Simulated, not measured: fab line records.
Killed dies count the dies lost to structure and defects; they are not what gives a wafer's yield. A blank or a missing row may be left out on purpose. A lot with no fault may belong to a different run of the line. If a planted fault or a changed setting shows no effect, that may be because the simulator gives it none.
A struck lot beside a sound one | flow berkeley cmos170 | 14 out of 331 route steps
Sound: these wafers, L437.1, L437.2, L437.5. Wafers struck: L446.2, L446.3, L446.5. The cause is given at the end.
Order at every step that has rows: each side's tool, ch and its chambers, its first start. Under that, the readings that differ: sound wafers | struck wafers | difference of the means | sigmas: that difference in standard deviations of wafers without a fault.
alike: words and numbers the same on both sides, and readings whose means are apart by under 2 such deviations; not compared: readings that were withheld, readings missing a value for some wafer, numbers with overlapping values and no deviation given by the record, and bounds like >300 which may hide the same value.
A row with sigmas, a row that says differs or no value, or rows on one side alone: a step with any of these is where the two part. When numbers do not overlap yet have no deviation, they are printed without sigmas and do not part them. A reading that every wafer of one side lacks parts them only if that side has two wafers or more.

first, 2 steps without rows for these wafers: UCB170_FIELD_CLEAN_00 (cleans in dHF, time 7.5 s); UCB170_FIELD_OXIDATION_01 (target thk 558.3 nm, ox time 7200 s).
UCB170_FIELD_THK_MEAS_02:
  sound on film metro-01 at day 6 04:05; struck on film metro-03 at day 8 01:17
  alike: FIELD_OXIDE_THK
then, 4 steps without rows for these wafers: UCB170_FIELD_ANNEAL_03 (time 1200 s); UCB170_FIELD_WET_ETCH_04 (etches SiO2 in dHF, time 60 s); UCB170_FIELD_WET_ETCH_05 (etches Si3N4 in H3PO4, time 12600 s); UCB170_FIELD_WET_ETCH_06 (etches SiO2 in BOE, time 22 s).
UCB170_FIELD_THK_MEAS_90:
  sound on film metro-03 at day 6 17:14; struck on film metro-04 at day 8 14:15
  alike: FIELD_OXIDE_LEFT_1_THK
then, 2 steps without rows for these wafers: UCB170_SACOX_CLEAN_00 (cleans in dHF, time 7.5 s); UCB170_SACOX_OXIDATION_01 (target thk 14.4 nm, ox time 2400 s).
UCB170_SACOX_THK_MEAS_02:
  sound on film metro-03 at day 6 23:51; struck on film metro-01 at day 8 20:59
  alike: SACOX_OXIDE_THK
then, 1 step without rows for these wafers: UCB170_SCREENOX_WET_ETCH_00 (etches SiO2 in dHF, time 200 s).
UCB170_SCREENOX_OXIDATION_01: target thk 14.4 nm, ox time 2400 s.
  sound on furnace-04 ch 0, day 7 05:03; struck on furnace-04, day 9 02:19
  no value came back on the struck wafers for ox temp c (C), ox temp c max; on the sound wafers ox temp c (C) reads 900.1 900.3 899.7
then, 1 step without rows for these wafers: UCB170_SCREENOX_ANNEAL_03 (time 900 s).

WHERE THEY PART
Only at UCB170_SCREENOX_OXIDATION_01, as far as this record shows.

WHY: whatever the simulator had introduced
At UCB170_SCREENOX_OXIDATION_01, the step was skipped entirely on furnace-04 from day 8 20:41 on. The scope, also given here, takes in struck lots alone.
